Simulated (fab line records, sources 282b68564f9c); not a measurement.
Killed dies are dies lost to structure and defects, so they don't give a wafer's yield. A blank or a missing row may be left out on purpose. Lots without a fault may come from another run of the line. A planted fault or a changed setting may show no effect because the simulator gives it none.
fab line records | flow rit_cmos
record lots=6 wafers=18 last_day=8
route steps=202 shown PRETRO@69 GATE@75 FOX2@80 M1@202
lots that met no fault: from a run of the same line without faults
start_h: hours from the record's first day to the start of the lot's first wafer shown | wait_h: hours since the lot's step before | " the same as in the row above | L1.1+2: a row that stands for several wafers | - no value, or no start given | * or withheld: withheld | < > ~ a bound
route shown NAME@n: a module of which the file shows steps, and the number in the route of the first | usual: mean/standard deviation of fault-free wafers | same: alike in all rows | chamber/n: place in a boat | sites: the reading at each site | _std_site: their standard deviation | _edge_site: outer sites' mean less inner sites' | radius_mm: how far each site lies from the wafer's centre | mask NAME#n: copy n | behind: the tool/chamber that last shaped the wafer | hold: why the lot was held/for how many hours/how that ended | device: the transistor (n, p or np) that didn't switch | end of line: the same wafers' tests at the end of the route | a step without rows: its recipe alone | killed: dies lost to structure and defects at the first sort, not the wafer's yield | map: a wafer's dies, x killed, . not, _ none there
set.NAME: the setting as run; set.NAME@STEP: as run at that earlier step | model.NAME: the simulator's own value behind a step, which no gauge read
lots at some steps of the route; a table a step, a row a wafer
services: from which hour (start_h, from the record's first day; less than 0 if before it) a tool's chamber was out of use, for how many hours, and why
## steps
# step RIT_PRETRO_DEVELOP_05
# recipe resist=NOVOLAK develop_time_s=68 dev_temp_c=23
# step RIT_PRETRO_OVL_MEAS_06
# usual PRETRO_OVL=-0.2/1.2
# columns lot.wafer tool chamber start_h wait_h PRETRO_OVL[nm]
L595.1 overlay-02 - 72.61 - -0.1
L595.3 " - " " -0.3
L595.5 " - " " 0.6
L596.1 overlay-01 - 75.86 - 0.7
L596.5 " - " " -0.5
L596.6 " - " " -0.6
L597.1 overlay-02 - 80.81 - 0.3
L597.2 " - " " 0.0
L597.3 " - " " 0.5
L604.1 overlay-02 - 115.34 - 0.6
L604.2 " - " " 1.5
L604.3 " - " " 1.8
L605.1 overlay-02 - 117.05 - 0.2
L605.2 " - " " -0.6
L605.3 " - " " -0.7
L608.1 overlay-01 - 134.36 - 0.9
L608.4 " - " " 0.0
L608.6 " - " " 0.5
# step RIT_PRETRO_HARDBAKE_07
# recipe resist=NOVOLAK temp_c=140 time_s=120
# step RIT_PRETRO_IMPLANT_08
# recipe species=B energy_kev=45 dose_cm2=1.2e+13 tilt_deg=7
# step RIT_PRETRO_STRIP_09
# recipe chemistry=O2 time_s=180 resist=NOVOLAK platen_temp_c=withheld power_w=500 pressure_mtorr=4000 o2_flow_sccm=4000
# usual drypump_motor_current_A=5.9/0.6
# columns lot.wafer tool chamber start_h wait_h drypump_motor_current_A rf_hours_counter_h
L595.1 plasma_asher-02 0 73.05 0.1 6.6 41
L595.3 " 1 " " 4.9 -
L595.5 " 1 " " 4.9 -
L596.1 plasma_asher-04 1 76.29 0.1 6.0 43
L596.5 " 0 " " 6.2 -
L596.6 " 1 " " 6.0 -
L597.1 plasma_asher-02 0 81.25 0.1 6.5 41
L597.2 " 1 " " 4.8 41
L597.3 " 1 " " 4.9 -
L604.1 plasma_asher-01 0 115.78 0.1 6.1 34
L604.2 " 1 " " 5.6 34
L604.3 " 0 " " 6.2 -
L605.1 plasma_asher-01 0 117.49 0.1 6.1 34
L605.2 " 1 " " 5.6 34
L605.3 " 1 " " 5.6 -
L608.1 plasma_asher-01 1 134.84 0.1 5.6 36
L608.4 " 1 " " 5.6 -
L608.6 " 1 " " 5.6 -
# step RIT_PRETRO_TW_MEAS_10
# usual PRETRO_TW=477.6/3
# columns lot.wafer tool chamber start_h wait_h PRETRO_TW
L595.1 film_metro-01 - 73.23 0.1 479.4
L595.3 " - " " 478.7
L595.5 " - " " 476.7
L596.1 film_metro-01 - 76.47 0.1 476.5
L596.5 " - " " 476.7
L596.6 " - " " 478.2
L597.1 film_metro-03 - 81.43 0.1 478.7
L597.2 " - " " 476.7
L597.3 " - " " 478.7
L604.1 film_metro-03 - 115.95 0.1 483.3
L604.2 " - " " 479.3
L604.3 " - " " 479.5
L605.1 film_metro-01 - 117.66 0.1 478.8
L605.2 " - " " 478.3
L605.3 " - " " 477.4
L608.1 film_metro-03 - 135.02 0.1 479.2
L608.4 " - " " 480.0
L608.6 " - " " 482.4
# step RIT_GATE_WET_ETCH_00
# recipe chemistry=BOE target=SiO2 target_depth_nm=56 time_s=60 dry=n2_spin dilution=10:1 temp_c=21.5
# step RIT_GATE_CLEAN_01
# recipe chemistry=SC1 mix=3:3:50 time_s=600 temp_c=75
# step RIT_GATE_CLEAN_02
# recipe chemistry=dHF dilution=50:1 time_s=30
# step RIT_GATE_CLEAN_03
# recipe chemistry=SC2 mix=3:3:50 time_s=600 temp_c=75 dry=n2_spin
# step RIT_GATE_CLEAN_04
# recipe chemistry=dHF dilution=50:1 time_s=60 dry=n2_spin
# step RIT_FOX2_THK_MEAS_91
# recipe reads=SiO2_of_FOX2_OXIDATION_00
# usual FIELD_OXIDE_LEFT_2_THK=258/7.2
# columns lot.wafer tool chamber start_h wait_h FIELD_OXIDE_LEFT_2_THK[nm]
L595.1 film_metro-02 - 73.70 0.0 257
L595.3 " - " " 256
L595.5 " - " " 256
L596.1 film_metro-03 - 76.94 0.0 269
L596.5 " - " " 263
L596.6 " - " " 267
L597.1 film_metro-03 - 81.92 0.0 262
L597.2 " - " " 258
L597.3 " - " " 265
L604.1 film_metro-03 - 116.44 0.0 245
L604.2 " - " " 247
L604.3 " - " " 247
L605.1 film_metro-02 - 118.14 0.0 251
L605.2 " - " " 250
L605.3 " - " " 251
L608.1 film_metro-03 - 135.49 0.0 257
L608.4 " - " " 254
L608.6 " - " " 253
# step RIT_GATE_OXIDATION_05
# recipe temp_c=900 ambient=O2 target_thk_a=30 ox_time_s=270
# usual spike_tc_centre_C=902.5/1.3 spike_tc_load_C=924.8/1.6 spike_tc_source_C=925.0/2.7 tube_center_temp_C=900.01/0.077 tube_center_temp_C_max=902.3/0.35 zone_power_load_pct=27/4
# columns lot.wafer tool chamber start_h wait_h spike_tc_centre_C spike_tc_load_C spike_tc_source_C tube_center_temp_C tube_center_temp_C_max zone_power_load_pct model.SiO2_of_GATE_OXIDATION_05.thk_nm
L595.1 furnace-01 0 75.05 1.3 901.7 924.0 926.3 900.02 902.4 24 3.089
L595.3 " 0 " " 901.4 922.2 926.3 899.87 902.0 24 3.146
L595.5 " 0 " " 902.6 922.6 928.5 899.92 902.1 24 3.194
L596.1 furnace-01 0 78.31 1.4 917.2 937.1 940.1 914.98 917.4 25 3.602
L596.5 " 0 " " 915.9 940.6 941.8 915.07 917.3 25 3.636
L596.6 " 0 " " 916.4 938.5 942.0 915 916.8 25 3.639
L597.1 furnace-01 0 84.19 2.3 915.7 939.9 941.7 914.98 917.1 25 3.634
L597.2 " 0 " " 917.0 938.3 941.0 915.18 917.3 25 3.663
L597.3 " 0 " " 918.0 941.4 941.7 915.07 916.9 24 3.652
L604.1 furnace-04 0 116.97 0.5 904.5 925.9 920.3 899.92 902.5 32 3.097
L604.2 " 0 " " 903.7 925.2 922.0 899.98 902.1 33 3.11
L604.3 " 0 " " 904.1 926.8 920.6 900.05 902.7 33 3.102
L605.1 furnace-03 0 118.46 0.3 902.1 924.1 927.4 900.19 902.4 25 3.006
L605.2 " 0 " " 902.8 924.2 927.5 900.01 901.9 25 3.057
L605.3 " 0 " " 901.8 921.7 927.5 899.93 902.0 25 3.017
L608.1 furnace-03 0 139.95 4.4 901.7 925.1 926.6 900.04 902.5 25 3.077
L608.4 " 0 " " 901.7 923.3 926.2 899.89 902.1 25 3.012
L608.6 " 0 " " 903.1 923.9 926.1 900.11 902.2 25 3.058
# step RIT_GATE_ANNEAL_06
# recipe temp_c=900 time_s=600 ambient=N2O
# step RIT_GATE_THK_MEAS_07
# recipe reads=SiO2_of_GATE_OXIDATION_05
# usual GATE_OXIDE_THK=3.04/0.063
# columns lot.wafer tool chamber start_h wait_h GATE_OXIDE_THK[nm]
L595.1 film_metro-03 - 78.31 0.0 3.08
L595.3 " - " " 3.19
L595.5 " - " " 3.21
L596.1 film_metro-03 - 80.94 0.0 3.57
L596.5 " - " " 3.61
L596.6 " - " " 3.60
L597.1 film_metro-03 - 86.98 0.0 3.65
L597.2 " - " " 3.65
L597.3 " - " " 3.63
L604.1 film_metro-03 - 118.46 0.0 3.08
L604.2 " - " " 3.08
L604.3 " - " " 3.18
L605.1 film_metro-03 - 119.78 0.0 3.04
L605.2 " - " " 3.06
L605.3 " - " " 3.03
L608.1 film_metro-03 - 144.52 0.0 3.04
L608.4 " - " " 2.98
L608.6 " - " " 3.01
# step RIT_GATE_CVD_08
# recipe material=poly-Si target_thk_nm=250 temp_c=610 precursor=SiH4 time_s=2220 pressure_mtorr=300 sih4_flow_sccm=100
# step RIT_M1_PROBE_99
# usual killed_at_contacts=0.1/0.23 killed_at_front_end=6.2/2.8 killed_dies=6.3/2.7 killed_open=3.1/2 killed_short=3.2/1.8
# same gross_dies=264 killed_at_M0_to_M3=0 killed_at_M4_up=0 killed_at_back_side=0 killed_at_other=0
# columns lot.wafer tool chamber start_h wait_h killed_at_contacts killed_at_front_end killed_dies killed_open killed_short model.etest.pmos_0p3.r_on_ohm_um model.etest.pmos_turned.r_on_ohm_um model.etest.pmos_0p15.r_on_ohm_um model.etest.nmos_0p3.r_on_ohm_um model.etest.nmos_0p15.r_on_ohm_um model.etest.nmos_0p15.drive_ua_um model.etest.nmos_narrow.drive_ua_um model.etest.nmos_0p3.drive_ua_um
L596.1 prober-01 - 105.09 0.1 0 5 5 3 2 7406 3983 3196 2465 1257 387.8 175.8 177.1
L596.5 prober-01 - 105.29 0.2 0 3 3 1 2 7658 4245 3371 2531 1305 377.9 173.3 173.6
L596.6 prober-01 - 105.34 0.2 0 5 5 3 2 7444 3996 3200 2474 1227 387.6 170.8 174.1
L595.1 prober-02 - 106.59 0.1 0 5 5 2 3 6511 3533 2879 2220 1147 440.1 211.1 214.2
L595.3 prober-02 - 106.69 0.2 0 9 9 6 3 6646 3596 2886 2230 1156 442 208 211.4
L595.5 prober-02 - 106.79 0.2 0 3 3 2 1 6780 3630 2961 2272 1163 433.9 203.7 204.2
L597.1 prober-01 - 110.39 0.1 0 5 5 4 1 7412 3863 3086 2454 1187 402.9 169.8 172.5
L597.2 prober-01 - 110.44 0.1 0 4 4 2 2 7573 3983 3156 2522 1208 395.4 168.2 169.5
L597.3 prober-01 - 110.49 0.2 0 5 5 0 5 7491 3832 3070 2480 1162 408.5 168.8 170.8
L604.1 prober-01 - 142.39 0.1 0 14 14 5 9 6621 3832 2946 2256 1203 444.3 216 216.6
L604.2 prober-01 - 142.44 0.1 0 4 4 1 3 6815 3953 3111 2310 1278 434.9 214.7 215.3
L604.3 prober-01 - 142.49 0.2 0 9 9 2 7 6789 3922 3073 2298 1257 442.1 219.2 217.5
L605.1 prober-02 - 143.89 0.1 0 8 8 5 3 6093 3220 2590 2152 1093 479.6 226 226
L605.2 prober-02 - 143.94 0.1 1 10 11 5 6 6216 3297 2645 2189 1128 470.9 224.5 223.3
L605.3 prober-02 - 143.99 0.2 0 9 9 4 5 6181 3271 2656 2167 1136 477.1 226.7 226.1
L608.1 prober-01 - 179.90 0.1 0 3 3 3 0 6401 3497 2801 2230 1164 441.4 218 217.4
L608.4 prober-01 - 180.05 0.2 0 2 2 0 2 6146 3349 2724 2172 1162 461.8 227.9 224.9
L608.6 prober-01 - 180.15 0.2 0 4 4 1 3 6386 3547 2824 2235 1203 447.9 220.6 219.8
# killed by level:class
L596.1 ACTIVE:geometric_particle:short=1 FOX1:geometric_particle:open=1 FOX1:geometric_particle:short=1 FOX2:geometric_particle:open=1 REOX:geometric_particle:open=1
L596.5 GATE:geometric_particle:short=1 SPACER:geometric_particle:open=1 SPACER:geometric_particle:short=1
L596.6 GATE:geometric_particle:open=3 GATE:geometric_particle:short=1 SILICIDE:geometric_particle:short=1
L595.1 FOX1:geometric_particle:short=1 GATE:geometric_particle:open=1 REOX:geometric_particle:open=1 SPACER:geometric_particle:short=1 SILICIDE:geometric_particle:short=1
L595.3 SPACER:geometric_particle:open=4 GATE:geometric_particle:short=3 GATE:geometric_particle:open=2
L595.5 GATE:geometric_particle:open=2 ACTIVE:geometric_particle:short=1
L597.1 FOX2:geometric_particle:open=1 GATE:geometric_particle:open=1 REOX:geometric_particle:open=1 REOX:geometric_particle:short=1 SPACER:geometric_particle:open=1
L597.2 SILICIDE:geometric_particle:open=2 FOX1:geometric_particle:short=1 GATE:geometric_particle:short=1
L597.3 GATE:geometric_particle:short=2 REOX:geometric_particle:short=2 SILICIDE:geometric_particle:short=1
L604.1 GATE:geometric_particle:short=5 REOX:geometric_particle:open=3 FOX1:geometric_particle:short=2 GATE:geometric_particle:open=2 FOX2:geometric_particle:short=1 SILICIDE:geometric_particle:short=1
L604.2 REOX:geometric_particle:short=2 GATE:geometric_particle:short=1 GATE:geometric_particle:open=1
L604.3 SPACER:geometric_particle:short=4 GATE:geometric_particle:short=2 FOX1:geometric_particle:short=1 GATE:geometric_particle:open=1 SPACER:geometric_particle:open=1
L605.1 FOX1:geometric_particle:open=1 FOX2:geometric_particle:open=1 GATE:geometric_particle:open=1 GATE:geometric_particle:short=1 REOX:geometric_particle:open=1 SPACER:geometric_particle:short=1 SILICIDE:geometric_particle:short=1 SILICIDE:geometric_particle:open=1
L605.2 FOX2:geometric_particle:short=2 FOX1:geometric_particle:short=1 FOX1:geometric_particle:open=1 GATE:geometric_particle:open=1 REOX:geometric_particle:open=1 REOX:geometric_particle:short=1 SPACER:geometric_particle:open=1 SPACER:geometric_particle:short=1
L605.3 GATE:geometric_particle:short=3 GATE:geometric_particle:open=2 REOX:geometric_particle:short=1 REOX:geometric_particle:open=1 SPACER:geometric_particle:short=1 SILICIDE:geometric_particle:open=1
L608.1 SPACER:geometric_particle:open=2 REOX:geometric_particle:open=1
L608.4 GATE:geometric_particle:short=1 SILICIDE:geometric_particle:short=1
L608.6 FOX2:geometric_particle:short=1 GATE:geometric_particle:open=1 GATE:geometric_particle:short=1 SPACER:geometric_particle:short=1
## services
# columns tool chamber start_h hours kind
plasma_asher-04 - 108.75 9.0 pm
plasma_asher-04 0 108.75 9.0 vent_cycle
plasma_asher-04 1 108.75 9.0 vent_cycle
furnace-01 - 114.32 3.3 pm
plasma_asher-04 0 117.75 - clean
plasma_asher-04 1 117.75 - clean
## key
first_sign step=RIT_GATE_OXIDATION_05 reading=tube_center_temp_C direction=up sigmas=99+ usual=* struck=*
effect step=RIT_GATE_OXIDATION_05 reading=tube_center_temp_C_max direction=up sigmas=43 usual=* struck=*
effect step=RIT_GATE_THK_MEAS_07 reading=GATE_OXIDE_THK direction=up sigmas=9.2 usual=3.04 struck=3.62
model_effect step=RIT_GATE_OXIDATION_05 value=SiO2_of_GATE_OXIDATION_05.thk_nm without=3.045 struck=3.638
model_effect step=RIT_M1_PROBE_99 value=etest.pmos_0p3.r_on_ohm_um without=6431 struck=7497
met_at RIT_GATE_OXIDATION_05
struck_wafers L596.1,L596.5,L596.6,L597.1,L597.2,L597.3
tester_left_out L596,L597
onset_between 75.05 78.31
fault kind=process_parameter_drift tool=furnace-01 chamber=- onset_h=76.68 steps=RIT_GATE_OXIDATION_05 channel=temp_c offset=* shape=step end_h=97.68 acts_in=* stated=*
# tester_left_out: of these lots the tester's yield and bins aren't shown, on N5 and GAA mostly nor the transistor test; their killed dies are dies lost to structure and defects alone, not to doping, threshold or leakage, so they don't give the yield
